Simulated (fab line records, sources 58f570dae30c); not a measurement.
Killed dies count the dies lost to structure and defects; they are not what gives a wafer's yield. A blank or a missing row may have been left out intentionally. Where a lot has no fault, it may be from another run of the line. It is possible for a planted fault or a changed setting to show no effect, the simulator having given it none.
Which tool was responsible? + flow berkeleyCmos170 + at 1 step of a route of 331, 15 lots with 45 wafers sampled

## WHAT EACH GAUGE READ, for each wafer
The record lacks any reading of a measuring or inspecting step that a usual standard deviation could be used to judge.

## WHAT TOOL EACH LOT RAN ON (gives the tool, then ch and the chambers of the sampled wafers, and finally the start)
| lot  | UCB170_PWELL_CLEAN_00         |
|------|-------------------------------|
| L130 | wetBench-04 ch 0, day 2 22:24 |
| L131 | wetBench-04 ch 3, day 2 22:43 |
| L135 | wetBench-02 ch 2, day 3 22:37 |
| L137 | wetBench-04 ch 0, day 4 12:08 |
| L138 | wetBench-02 ch 2, day 4 15:47 |
| L139 | wetBench-02 ch 3, day 4 15:47 |
| L141 | wetBench-03 ch 0, day 4 20:18 |
| L140 | wetBench-04 ch 0, day 4 20:55 |
| L142 | wetBench-04 ch 2, day 5 10:02 |
| L143 | wetBench-04 ch 3, day 5 10:02 |
| L144 | wetBench-04 ch 2, day 5 14:33 |
| L146 | wetBench-03 ch 0, day 6 02:48 |
| L147 | wetBench-04 ch 3, day 6 05:25 |
| L151 | wetBench-02 ch 1, day 7 03:54 |
| L152 | wetBench-04 ch 1, day 7 04:37 |
- UCB170_PWELL_CLEAN_00: cleans in SPM, time 600 s.

## AS READ BY THE TOOLS THEMSELVES (means over the sampled wafers that have a number; for cases with no such wafer, the mark the record gives instead)
UCB170_PWELL_CLEAN_00. Usual: bathGuardTempC 120.0 C, standard deviation 0.48; bathHeatDutyPct 13.5 %, standard deviation 1.3.
| lot  | tool        | bathGuardTempC (C) | bathHeatDutyPct (%) | flag |
|------|-------------|--------------------|---------------------|------|
| L130 | wetBench-04 | 120.4              | 13.1                |      |
| L131 | wetBench-04 | 119.7              | 13.5                |      |
| L135 | wetBench-02 | 120.4              | 15.8                |      |
| L137 | wetBench-04 | 120.4              | 14.0                |      |
| L138 | wetBench-02 | 120.4              | 14.9                |      |
| L139 | wetBench-02 | 119.9              | 12.4                |      |
| L141 | wetBench-03 | 119.2              | 12.3                |      |
| L140 | wetBench-04 | 120.5              | 13.8                |      |
| L142 | wetBench-04 | -                  | -                   | OFF  |
| L143 | wetBench-04 | -                  | -                   | OFF  |
| L144 | wetBench-04 | -                  | -                   | OFF  |
| L146 | wetBench-03 | 119.2              | 12.7                |      |
| L147 | wetBench-04 | 119.5              | 13.2                |      |
| L151 | wetBench-02 | 119.6              | 11.3                |      |
| L152 | wetBench-04 | 120.3              | 14.3                |      |

## THE ANSWER, worked out from the rows above alone
Rule: take the mean of a lot's wafers that have a number; if it is more than 3 standard deviations from the usual mean, the lot is off. A lot without any number at a reading at which 4 lots or more have one is off too. All remaining lots with rows at the step are treated as sound. First the gauges in route order, then the tools' own readings, where a lot's mean is used as printed above. At the first step where some lot is off, the reading lying furthest off is the one used; lots without a number count as furthest.
Off, at UCB170_PWELL_CLEAN_00 on bathGuardTempC: L142, L143, L144. Without a number there: L142, L143, L144.
A tool fits if, at that step or a process step before it, it ran every lot that is off, and no sound lot after the first of them. Of those tried, none fits.

## WHAT WAS PUT IN BY THE SIMULATOR
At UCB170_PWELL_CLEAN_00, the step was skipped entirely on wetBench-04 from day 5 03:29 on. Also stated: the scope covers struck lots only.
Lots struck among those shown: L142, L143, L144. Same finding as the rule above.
